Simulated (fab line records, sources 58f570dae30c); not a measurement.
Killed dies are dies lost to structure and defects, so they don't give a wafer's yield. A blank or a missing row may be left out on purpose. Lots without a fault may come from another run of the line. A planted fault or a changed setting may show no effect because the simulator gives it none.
Split-lot experiment | flow berkeley_cmos170 | 5 lots, 23 wafers read, on a route of 331 steps

THE SPLIT
At UCB170_ACTIVE_CVD_05 (deposits Si3N4 from SiH2Cl2/NH3, target thk 220 nm, time 3300 s), the setting temp_c was moved away from the recipe's 800 C on 10 of the 23 wafers read, by -2.3% to +0.9%. The other wafers ran this setting at the recipe's value.

FROM THE SPLIT TO THE READING: what the file shows between them, 4 steps
- UCB170_ACTIVE_THK_MEAS_06
- UCB170_ACTIVE_SOFTBAKE_09: time 60 s (also split here: time_s)
- UCB170_ACTIVE_EXPOSE_10: exposes mask ACTIVE, target cd 1200 nm
- UCB170_ACTIVE_PEB_11

THE READING
oes_product_au, in a.u., at UCB170_ACTIVE_ETCH_15 (etches Si3N4 in CH3F/Ar/O2, stops on SiO2, target depth 242 nm, time 151 s). Fault-free wafers of this fab line usually give 0.945 a.u., standard deviation 0.016 a.u..

wafer  | tool, chamber at the split | temp_c as run, C | against the recipe | oes_product_au, a.u. | against lot-mates on the recipe
L074.1 | -, -                       | 800              | recipe             | 0.909                | -
L074.2 | -, -                       | 800              | recipe             | 0.933                | -
L074.3 | -, -                       | 800              | recipe             | 0.948                | -
L074.5 | -, -                       | 800              | recipe             | 0.906                | -
L074.6 | -, -                       | 800              | recipe             | 0.936                | -
L077.1 | -, -                       | 781.6            | -2.3%              | 0.781                | no lot-mate on the recipe
L077.2 | -, -                       | 781.6            | -2.3%              | 0.788                | no lot-mate on the recipe
L077.3 | -, -                       | 781.6            | -2.3%              | 0.780                | no lot-mate on the recipe
L077.4 | -, -                       | 781.6            | -2.3%              | 0.808                | no lot-mate on the recipe
L077.5 | -, -                       | 781.6            | -2.3%              | 0.776                | no lot-mate on the recipe
L079.3 | lpcvd-02, 1                | 800              | recipe             | 0.968                | -
L079.4 | lpcvd-02, 1                | 800              | recipe             | 0.950                | -
L079.5 | lpcvd-02, 1                | 800              | recipe             | 0.946                | -
L081.1 | -, -                       | 800              | recipe             | 0.948                | -
L081.2 | -, -                       | 800              | recipe             | 0.937                | -
L081.3 | -, -                       | 800              | recipe             | 0.940                | -
L081.4 | -, -                       | 800              | recipe             | 0.917                | -
L081.5 | -, -                       | 800              | recipe             | 0.924                | -
L084.1 | -, -                       | 807              | +0.9%              | 0.996                | no lot-mate on the recipe
L084.3 | -, -                       | 807              | +0.9%              | 0.979                | no lot-mate on the recipe
L084.4 | -, -                       | 807              | +0.9%              | 1.008                | no lot-mate on the recipe
L084.5 | -, -                       | 807              | +0.9%              | 1.007                | no lot-mate on the recipe
L084.6 | -, -                       | 807              | +0.9%              | 1.010                | no lot-mate on the recipe

THE FIT
A straight line over all 23 wafers: oes_product_au changes by +0.0664 a.u. for each +1% of temp_c; r = +0.98; the points scatter about the line by 0.016 a.u..
Too few moved wafers have a lot-mate on the recipe to fit a line with each lot's own level taken away.

THE WHOLE CHAIN: every reading that the file lists as answering this split, in the file's order
step                      | what it does                                                               | reading                                                                        | change (the file's fit)                  | r (the file's)
UCB170_ACTIVE_CVD_05      | deposits Si3N4 from SiH2Cl2/NH3, target thk 220 nm, time 3300 s            | Si3N4_of_ACTIVE_CVD_05.thk_nm (the simulator's own value, which no gauge read) | +28.9 nm for each +1% of the setting     | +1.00
UCB170_ACTIVE_THK_MEAS_06 |                                                                            | ACTIVE_NITRIDE_THK                                                             | +28.9 for each +1% of the setting        | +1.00
UCB170_ACTIVE_ETCH_15     | etches Si3N4 in CH3F/Ar/O2, stops on SiO2, target depth 242 nm, time 151 s | oes_product_au                                                                 | +0.0664 a.u. for each +1% of the setting | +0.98
UCB170_ACTIVE_ETCH_15     | etches Si3N4 in CH3F/Ar/O2, stops on SiO2, target depth 242 nm, time 151 s | etch.depth_nm (the simulator's own value, which no gauge read)                 | +27.2 nm for each +1% of the setting     | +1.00

THE FILE'S OWN FIT
oes_product_au changes by +0.0664 a.u. for each +1% of temp_c, r = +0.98.
